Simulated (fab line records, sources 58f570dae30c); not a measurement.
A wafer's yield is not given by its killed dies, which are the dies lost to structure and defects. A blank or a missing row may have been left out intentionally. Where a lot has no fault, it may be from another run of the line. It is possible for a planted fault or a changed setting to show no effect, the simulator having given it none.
Split-lot trial ; flow berkeley cmos170 ; on a route of 331 steps: 5 lots, 23 wafers read

## THE SPLIT ITSELF
At UCB170_GATE_PEB_10, the setting peb temp c was moved away from the recipe's 130 C on 11 of the 23 wafers read, by -2.6% to +2.7%. For the rest of the wafers, this setting stayed at what the recipe calls for.

## FROM THE SPLIT TO THE READING: what the file shows between them, 5 steps
- UCB170_GATE_DEVELOP_11: develop time 45 s
- UCB170_GATE_CD_MEAS_12: target cd 350 nm
- UCB170_GATE_ETCH_14: etches BARC in N2/H2
- UCB170_GATE_ETCH_15: etches poly-Si in HBr/Cl2, stops on SiO2, time 56.3 s, target depth 278.2 nm
- UCB170_GATE_STRIP_16: strips in O2

## THE READING
cd nm at UCB170_GATE_CD_MEAS_90, given in nm (cd target 350 nm). A value of 351.0 nm with a standard deviation of 1.8 nm is what fault-free wafers of this fab line usually give.

wafer;tool, chamber at the split;peb temp c as run, C;against the recipe;cd nm, nm;against lot-mates on the recipe
L077.1;litho track-03, 0;133.5;+2.7%;333.4;-18.8
L077.2;litho track-03, 0;133.5;+2.7%;332.3;-19.9
L077.3;litho track-03, 0;130;recipe;352.1;-
L077.5;litho track-03, 0;133.5;+2.7%;331.9;-20.3
L077.6;litho track-03, 0;130;recipe;352.3;-
L079.1;litho track-02, 0;131.1;+0.8%;343.6;-6.4
L079.3;litho track-02, 0;130;recipe;349.8;-
L079.4;litho track-02, 0;131.1;+0.8%;344.3;-5.7
L079.5;litho track-02, 0;131.1;+0.8%;343.4;-6.6
L079.6;litho track-02, 0;130;recipe;350.2;-
L081.1;litho track-01, 0;126.6;-2.6%;377.5;+24.6
L081.2;litho track-01, 0;126.6;-2.6%;379.4;+26.5
L081.3;litho track-01, 0;130;recipe;353.5;-
L081.4;litho track-01, 0;130;recipe;352.2;-
L081.6;litho track-01, 0;126.6;-2.6%;377.7;+24.8
L084.2;litho track-02, 0;130;recipe;350.9;-
L084.3;litho track-02, 0;126.9;-2.4%;371.0;+20.4
L084.4;litho track-02, 0;130;recipe;351.6;-
L084.5;litho track-02, 0;130;recipe;349.4;-
L084.6;litho track-02, 0;126.9;-2.4%;372.6;+22.0
L082.1;litho track-01, 0;130;recipe;352.3;-
L082.3;litho track-01, 0;130;recipe;352.7;-
L082.6;litho track-01, 0;130;recipe;352.7;-

THE FIT
A straight line over all 23 wafers: cd nm changes by -8.55 nm for each +1% of peb temp c; r = -0.99; the points scatter about the line by 2.2 nm.
The same after taking each lot's own level away (the mean of its wafers on the recipe; 23 wafers): -8.47 nm for each +1%; r = -0.99; scatter 1.5 nm.
Per that fit: largest peb temp c move, reading shift of 23 nm.
The span of the lots' own levels, 350.00 to 352.85 nm, comes to 1.6 times the standard deviation stated above.
Consequently the slope shifts little with the lot-to-lot level, the two slopes agreeing.
Check: -22.4 nm against its lot-mates is what the line predicts for one of the wafers moved furthest among these (+2.7%) when that wafer is left out of the fit. It came out at -18.8 nm against them.

## OTHER SPLITS APPLIED TO THESE WAFERS
These wafers also went through other splits before the reading. Each is held against what the fit with the lots' levels taken away leaves over:
other split on the same wafers;wafers away from the commonest value;r with cd nm (lot level and that fit taken away)
UCB170_NWELL_OXIDATION_01 temp c;15;-0.20
UCB170_PWELL_OXIDATION_02 ox time s;15;-0.42
UCB170_NVT_IMPLANT_07 dose cm2;4;+0.12
UCB170_GATE_OXIDATION_01 ox time s;15;+0.38

## THE WHOLE CHAIN: every reading that the file lists as answering this split, in the file's order
step;what it does;reading;change (the file's fit);r (the file's)
UCB170_GATE_CD_MEAS_12;target cd 350 nm;cd nm;-8.88 nm for each +1% of the setting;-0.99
UCB170_GATE_ETCH_15;etches poly-Si in HBr/Cl2, stops on SiO2, time 56.3 s, target depth 278.2 nm;GATE.cd nm (the simulator's own value, which no gauge read);-8.55 nm for each +1% of the setting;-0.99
UCB170_GATE_CD_MEAS_90;target cd 350 nm;cd nm;-8.54 nm for each +1% of the setting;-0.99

## FILE'S OWN FIT
cd nm changes by -8.54 nm for each +1% of peb temp c, r = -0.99.
